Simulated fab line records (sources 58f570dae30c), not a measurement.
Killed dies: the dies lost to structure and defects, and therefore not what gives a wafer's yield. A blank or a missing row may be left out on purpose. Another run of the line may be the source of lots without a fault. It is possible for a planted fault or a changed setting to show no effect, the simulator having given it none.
Which tool was responsible? -- flow berkeley cmos170 -- 42 wafers from 14 lots sampled at 5 of the route's 331 steps

== WHAT EACH GAUGE READ, for each wafer ==
UCB170_CONTACT_CD_MEAS_15: the cd target is 700 nm. Usual: 699.9 nm for cd nm, sd 1.6.
lot,measured,on,cd nm (nm),flag
L400,day 7 15:25,cd sem-01,701.6 701.5 700.3,
L397,day 7 17:16,cd sem-02,699.5 699.8 699.2,
L399,day 7 17:21,cd sem-01,699.4 700.0 700.6,
L398,day 7 19:18,cd sem-02,701.3 701.8 699.8,
L402,day 7 23:16,cd sem-01,699.3 698.4 697.7,
L404,day 8 16:40,cd sem-02,700.6 700.1 698.9,
L405,day 8 22:52,cd sem-01,700.0 700.2 698.5,
L410,day 9 22:43,cd sem-01,703.1 703.1 702.0,
L411,day 10 12:47,cd sem-01,699.9 698.5 700.5,
L412,day 10 13:43,cd sem-02,696.7 698.7 697.7,
L414,day 10 20:21,cd sem-02,696.8 696.0 695.8,
L417,day 11 13:59,cd sem-02,698.4 699.9 699.3,
L418,day 11 15:00,cd sem-02,700.0 699.4 700.1,
L420,day 12 01:23,cd sem-01,699.7 701.1 700.6,

UCB170_V1_CD_MEAS_90: the cd target is 700 nm. Usual: 699.9 nm for cd nm, sd 1.7.
lot,measured,on,cd nm (nm),flag
L400,day 8 01:04,cd sem-02,700.2 698.6 698.3,
L397,day 8 01:16,cd sem-01,701.0 701.1 701.2,
L399,day 8 01:37,cd sem-02,699.8 700.8 701.7,
L398,day 8 03:25,cd sem-01,699.1 700.4 699.6,
L402,day 8 08:37,cd sem-02,702.3 699.8 701.0,
L404,day 9 02:59,cd sem-01,692.5 696.7 697.9,
L405,day 9 07:08,cd sem-01,699.8 695.7 700.9,
L410,day 10 09:38,cd sem-02,698.7 698.4 700.2,
L411,day 10 22:49,cd sem-02,698.7 698.6 698.1,
L412,day 10 23:04,cd sem-01,699.8 700.8 699.2,
L414,day 11 07:10,cd sem-01,698.2 696.0 697.8,
L417,day 12 01:23,cd sem-02,701.5 702.0 701.1,
L418,day 12 00:52,cd sem-02,698.4 700.9 698.9,
L420,day 12 11:30,cd sem-01,698.8 700.1 701.7,

== WHAT TOOL EACH LOT RAN ON (gives the tool, then ch and the chambers of the sampled wafers, and finally the start) ==
lot,UCB170_CONTACT_RTA_08,UCB170_V1_ETCH_14,UCB170_V1_STRIP_15
L400,"rtp anneal-01 ch 0, day 7 14:23","rie diel-04 ch 0,1,2, day 8 00:46","plasma asher-01 ch 0,1, day 8 00:56"
L397,"rtp anneal-02 ch 0, day 7 16:13","rie diel-03 ch 0,2,3, day 8 00:57","plasma asher-04 ch 0,1, day 8 01:10"
L399,"rtp anneal-01 ch 0, day 7 16:26","rie diel-02 ch 1,2,3, day 8 01:19","plasma asher-01 ch 0,1, day 8 01:30"
L398,"rtp anneal-02 ch 0, day 7 18:20","rie diel-03 ch 0,2,3, day 8 03:06","plasma asher-01 ch 0,1, day 8 03:19"
L402,"rtp anneal-02 ch 0, day 7 21:59","rie diel-03 ch 2,3, day 8 08:18","plasma asher-02 ch 0,1, day 8 08:31"
L404,"rtp anneal-01 ch 0, day 8 15:22","rie diel-04 ch 0,1,2, day 9 02:42","plasma asher-04 ch 0,1, day 9 02:53"
L405,"rtp anneal-01 ch 0, day 8 21:49","rie diel-04 ch 0,1,2, day 9 06:52","plasma asher-02 ch 0,1, day 9 07:02"
L410,"rtp anneal-02 ch 0, day 9 21:41","rie diel-02 ch 1,2,3, day 10 09:22","plasma asher-04 ch 0,1, day 10 09:32"
L411,"rtp anneal-01 ch 0, day 10 11:44","rie diel-03 ch 0,1,2, day 10 22:31","plasma asher-01 ch 0,1, day 10 22:42"
L412,"rtp anneal-02 ch 0, day 10 12:19","rie diel-02 ch 1,2, day 10 22:47","plasma asher-04 ch 1, day 10 22:58"
L414,"rtp anneal-01 ch 0, day 10 19:26","rie diel-02 ch 1,3, day 11 06:51","plasma asher-04 ch 0,1, day 11 07:04"
L417,"rtp anneal-02 ch 0, day 11 12:49","rie diel-04 ch 1,2, day 12 01:07","plasma asher-04 ch 0,1, day 12 01:17"
L418,"rtp anneal-02 ch 0, day 11 13:15","rie diel-02 ch 0,2, day 12 00:34","plasma asher-01 ch 1, day 12 00:44"
L420,"rtp anneal-02 ch 0, day 11 23:19","rie diel-04 ch 1,2,3, day 12 11:13","plasma asher-01 ch 0,1, day 12 11:24"
- UCB170_CONTACT_RTA_08: time 10 s.
- UCB170_V1_ETCH_14: etches SiO2 in CHF3/CF4/Ar, stops on Al, target depth 1250 nm, time 291 s.
- UCB170_V1_STRIP_15: strips in O2.

== WHAT THE TOOLS THEMSELVES READ (means of the sampled wafers that have a number; where no wafer has one, the mark that the record gives instead) ==
UCB170_CONTACT_RTA_08. Usual: lamp power pct 23.0 %, standard deviation 2.7; wafer_temp_C_max 903.5, standard deviation 0.72.
lot,tool,lamp power pct (%),wafer_temp_C_max,flag
L400,rtp anneal-01,25.7,903.0,
L397,rtp anneal-02,20.4,903.6,
L399,rtp anneal-01,25.7,902.1,
L398,rtp anneal-02,20.4,904.0,
L402,rtp anneal-02,20.4,903.6,
L404,rtp anneal-01,25.7,903.2,
L405,rtp anneal-01,25.7,903.2,
L410,rtp anneal-02,20.3,903.3,
L411,rtp anneal-01,25.7,902.4,
L412,rtp anneal-02,20.3,903.2,
L414,rtp anneal-01,25.7,903.0,
L417,rtp anneal-02,20.3,903.7,
L418,rtp anneal-02,20.3,903.5,
L420,rtp anneal-02,20.4,904.0,

UCB170_V1_ETCH_14. Usual: drypump motor current A 5.7 A, standard deviation 0.39; oes product au 0.869 a.u., standard deviation 0.014; throttle valve pct 6.96 %, standard deviation 0.097.
lot,tool,drypump motor current A (A),oes product au (a.u.),throttle valve pct (%),flag
L400,rie diel-04,6.0,0.855,6.96,
L397,rie diel-03,5.8,0.878,6.85,
L399,rie diel-02,5.6,0.874,6.96,
L398,rie diel-03,5.8,0.882,6.85,
L402,rie diel-03,5.9,0.875,6.81,
L404,rie diel-04,5.9,0.826,6.96,OFF
L405,rie diel-04,6.0,0.822,6.96,OFF
L410,rie diel-02,5.6,0.873,6.95,
L411,rie diel-03,5.6,0.879,6.92,
L412,rie diel-02,5.7,0.870,7.01,
L414,rie diel-02,5.5,0.876,7.00,
L417,rie diel-04,5.7,0.867,6.93,
L418,rie diel-02,5.5,0.856,7.03,
L420,rie diel-04,5.6,0.860,7.02,

UCB170_V1_STRIP_15. Usual: drypump motor current A 5.7 A, standard deviation 0.67; oes product au 0.722 a.u., standard deviation 0.0045; strip time to endpoint s 15.29 s, standard deviation 0.13.
lot,tool,drypump motor current A (A),oes product au (a.u.),strip time to endpoint s (s),flag
L400,plasma asher-01,6.1,0.727,15.36,
L397,plasma asher-04,5.8,0.721,15.22,
L399,plasma asher-01,6.4,0.721,15.14,
L398,plasma asher-01,6.4,0.719,15.23,
L402,plasma asher-02,5.0,0.722,15.28,
L404,plasma asher-04,5.3,0.722,16.15,OFF
L405,plasma asher-02,5.2,0.719,16.23,OFF
L410,plasma asher-04,5.3,0.724,15.14,
L411,plasma asher-01,6.1,0.722,15.30,
L412,plasma asher-04,4.9,0.728,15.35,
L414,plasma asher-04,5.8,0.722,15.36,
L417,plasma asher-04,5.3,0.722,15.26,
L418,plasma asher-01,5.8,0.724,15.20,
L420,plasma asher-01,6.3,0.720,15.27,

== THE ANSWER, worked out from the rows above alone ==
Rule: take the mean of a lot's wafers that have a number; if it is more than 3 standard deviations from the usual mean, the lot is off. Also off: a lot with no number at a reading for which 4 or more lots have one. All remaining lots with rows at the step are treated as sound. The gauges are gone through in route order, then the tools' own readings, and for those a lot's mean is taken as printed above. At the first step where some lot is off, the reading lying furthest off is the one used; lots without a number count as furthest.
Off: L404, L405 (UCB170_V1_ETCH_14, oes product au).
If a tool, at that step or one of the process steps before it, ran each lot that is off and ran no sound lot following the first of them, it fits. Of those tried, none fits.

== WHAT THE SIMULATOR HAD INSERTED ==
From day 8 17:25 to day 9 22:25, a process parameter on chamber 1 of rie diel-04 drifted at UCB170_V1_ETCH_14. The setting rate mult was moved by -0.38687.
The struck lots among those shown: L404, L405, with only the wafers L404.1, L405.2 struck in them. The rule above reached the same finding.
